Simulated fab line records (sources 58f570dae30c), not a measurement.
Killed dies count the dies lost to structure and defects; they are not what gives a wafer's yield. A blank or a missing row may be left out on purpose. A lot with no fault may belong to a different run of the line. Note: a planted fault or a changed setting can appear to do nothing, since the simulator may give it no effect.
8D (eight disciplines) problem report, filled in by code | flow berkeleyCmos170 | the parts of the form that need people (team, actions taken, sign-off) are left out

1. WHAT WENT WRONG
Mean PWELL_OXIDE_THK at UCB170_PWELL_THK_MEAS_03: 20.9 nm over 6 wafers in 2 lots; fault-free wafers: 26.6 nm, standard deviation 0.51. That is -11 standard deviations from the usual mean.
The first sign was on wafer L340.1 at day 4 20:28, on filmMetro-02. The record has a number at this step for 42 wafers belonging to 14 lots. Rule for "out", or "out of limits": more than 4 standard deviations from the usual mean. The rest of the wafers with a number are treated as sound.

2. WHAT IT IS AND WHAT IT IS NOT
question                    | is                         | is not
which readings at this step | PWELL_OXIDE_THK            | -
which lots                  | L340, L341                 | L334, L336, L338, L346, L347, L350, L351, L352, L353, L354, L355, L356
which wafers of those lots  | all that have a number     | -
read on which gauges        | filmMetro-01, filmMetro-02 | filmMetro-04
when                        | from day 4 20:28           | up to then (9 sound wafers); but 27 sound wafers of L346, L347, L350, L351, L352, L353, L354, L355, L356 came after

3. SUSPECTS, AND WHAT RULES EACH OUT
Counting: a tool stays on the suspect list if, at a process step up to the reading, it processed all lots that are out and no sound lot following the first of them.
- the gauge at UCB170_PWELL_THK_MEAS_03 is ruled out. 2 gauges (filmMetro-01, filmMetro-02) read the wafers that are out.
- furnace-02 at UCB170_PWELL_OXIDATION_02 (target thk 26.4 nm, ox time 1260 s): ruled out as a lasting fault. The sound lots L354, L355 went through it after L340, its earliest lot that is out (day 4 19:07).
Left after counting: nothing in the record.

4. THE CAUSE (what the simulator had put in)
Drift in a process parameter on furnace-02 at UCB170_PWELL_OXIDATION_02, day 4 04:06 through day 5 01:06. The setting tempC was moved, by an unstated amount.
Counting ruled it out, wrongly: the rule takes a fault to strike every lot that its tool runs from its start on, and this one did not.

5. THE CHAIN OF EFFECTS, in route order
One row per reading whose mean, taken over the struck wafers that have a number, lies over 3 standard deviations from the usual. Scope: only readings with a usual standard deviation given in the record; hours: median across lots of the time from each lot's start at the first step in this table that gives one to its start at this step; sigmas: change in usual standard deviations.
hours | step                      | reading                | usual    | on struck wafers | change | sigmas
0     | UCB170_PWELL_OXIDATION_02 | spikeTcCentreC         | 1002.4 C | 979.6            | -22.8  | -19
0     | UCB170_PWELL_OXIDATION_02 | spikeTcLoadC           | 1028.8 C | 1005.6           | -23.2  | -8.0
0     | UCB170_PWELL_OXIDATION_02 | spikeTcSourceC         | 1024.3 C | 1000.6           | -23.7  | -17
0     | UCB170_PWELL_OXIDATION_02 | tubeCenterTempC        | 1000 C   | 977              | -23    | -99 or more
0     | UCB170_PWELL_OXIDATION_02 | tube_center_temp_C_max | 1002.6   | 979.9            | -22.7  | -60
0     | UCB170_PWELL_OXIDATION_02 | zonePowerSourcePct     | 33.2 %   | 31.0             | -2.2   | -3.3
1     | UCB170_PWELL_THK_MEAS_03  | PWELL_OXIDE_THK        | 26.6 nm  | 20.9             | -5.7   | -11
Process steps it contains:
- UCB170_PWELL_OXIDATION_02: target thk 26.4 nm, ox time 1260 s.
Later measuring or inspecting steps at which every struck wafer that the step has a row for has a number for every such reading, and none has moved that far: UCB170_SDANNEAL_RS_MEAS_03, UCB170_M3_OVL_MEAS_16.

6. WHAT WOULD HAVE CAUGHT IT SOONER
In this record the first reading out of limits at a measuring or inspecting step was taken at day 4 20:28, 16 hours after the fault began at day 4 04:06.
At UCB170_PWELL_OXIDATION_02, the tool's own readings (spikeTcCentreC, spikeTcLoadC, spikeTcSourceC, tubeCenterTempC, tube_center_temp_C_max) were out on each struck wafer the step has a row for, so an alarm limit on them would have fired on the first such wafer.
